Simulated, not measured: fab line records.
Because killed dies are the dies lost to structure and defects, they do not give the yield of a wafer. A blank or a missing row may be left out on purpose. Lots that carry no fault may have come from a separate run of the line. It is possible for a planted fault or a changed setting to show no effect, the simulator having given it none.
Commonality check across tools -- flow rit_cmos -- Sample size 14 lots and 42 wafers

REASON FOR OPENING
2 of 14 lots carry a flag on the reading ACTIVE_OXIDE_THK at RIT_ACTIVE_THK_MEAS_02. Fault-free wafers read 43.1 nm, with a standard deviation of 0.78.
Rule: a lot is flagged in two cases, either no wafer of it has a number, or all its wafers with numbers fall more than 4 standard deviations from that mean. The other lots count as sound.

lot,measured,on,"ACTIVE_OXIDE_THK (nm), wafer by wafer",flag
L722,day 1 13:34,film_metro-02,43.5 43.5 42.7,
L723,day 1 17:31,film_metro-02,42.4 41.7 43.1,
L724,day 1 22:16,film_metro-02,43.2 43.6 44.0,
L725,day 2 03:04,film_metro-02,44.0 44.8 44.6,
L730,day 3 05:02,film_metro-02,49.6 49.3 48.9,FLAGGED
L732,day 3 17:15,film_metro-01,49.6 49.6 49.9,FLAGGED
L734,day 4 00:04,film_metro-01,42.7 42.5 42.6,
L736,day 4 10:47,film_metro-01,42.6 42.2 42.0,
L739,day 5 01:55,film_metro-03,43.6 43.5 43.8,
L740,day 5 08:54,film_metro-01,42.0 42.4 42.5,
L742,day 5 17:13,film_metro-02,42.5 43.5 43.0,
L743,day 5 21:47,film_metro-03,42.3 43.1 42.2,
L744,day 6 02:20,film_metro-01,43.2 44.3 43.9,
L745,day 6 08:29,film_metro-03,43.0 42.4 43.1,
The numbers of the flagged lots are 49.5 nm on average: +6.4 nm against the usual, or +8 standard deviations.

WHICH TOOL RAN EACH LOT
The record keeps 1 process step preceding the reading, out of 202 steps on the route. Read each cell as the tool, then ch plus the chambers that the sampled wafers visited, then the start.
lot,flag,RIT_ACTIVE_OXIDATION_01
L722,,"furnace-04 ch 0, day 1 11:37"
L723,,"furnace-03 ch 0, day 1 15:35"
L724,,"furnace-01 ch 0, day 1 20:19"
L725,,"furnace-04 ch 0, day 2 01:07"
L730,FLAGGED,"furnace-04 ch 0, day 3 03:06"
L732,FLAGGED,"furnace-04 ch 0, day 3 15:18"
L734,,"furnace-03 ch 0, day 3 22:07"
L736,,"furnace-03 ch 0, day 4 08:50"
L739,,"furnace-03 ch 0, day 4 23:59"
L740,,"furnace-03 ch 0, day 5 06:58"
L742,,"furnace-03 ch 0, day 5 15:17"
L743,,"furnace-01 ch 0, day 5 19:49"
L744,,"furnace-01 ch 0, day 6 00:23"
L745,,"furnace-03 ch 0, day 6 06:32"
What the steps here do:
- RIT_ACTIVE_OXIDATION_01: target thk 46.8 nm, ox time 3360 s.
- RIT_ACTIVE_THK_MEAS_02

FLAGGED OVER TOTAL, TOOL BY TOOL (the gauges that took the reading come last)
step,tool,lots run,flagged,share of the flagged lots,sound lots run after its first flagged lot
RIT_ACTIVE_OXIDATION_01,furnace-01,3,0,none,-
RIT_ACTIVE_OXIDATION_01,furnace-03,7,0,none,-
RIT_ACTIVE_OXIDATION_01,furnace-04,4,2,all,0
RIT_ACTIVE_THK_MEAS_02,film_metro-01,5,1,some,"4 (L734,L736,L740,L744)"
RIT_ACTIVE_THK_MEAS_02,film_metro-02,6,1,some,1 (L742)
RIT_ACTIVE_THK_MEAS_02,film_metro-03,3,0,none,-

WHAT THE TABLE ALLOWS
Rows of the table that ran each flagged lot: 1, that is furnace-04 at RIT_ACTIVE_OXIDATION_01.
- furnace-04 at RIT_ACTIVE_OXIDATION_01: 2 of its 4 lots flagged. Its last sound lot is L725 (day 2 01:07), its first flagged lot L730 (day 3 03:06): a fault that began between those two fits.
Left over: one tool, furnace-04 at RIT_ACTIVE_OXIDATION_01.

WHAT THE SIMULATOR HAD PUT IN
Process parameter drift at RIT_ACTIVE_OXIDATION_01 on furnace-04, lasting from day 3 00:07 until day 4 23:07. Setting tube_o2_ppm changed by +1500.
Lots struck among those shown: L730, L732. This agrees with what the rule above found.
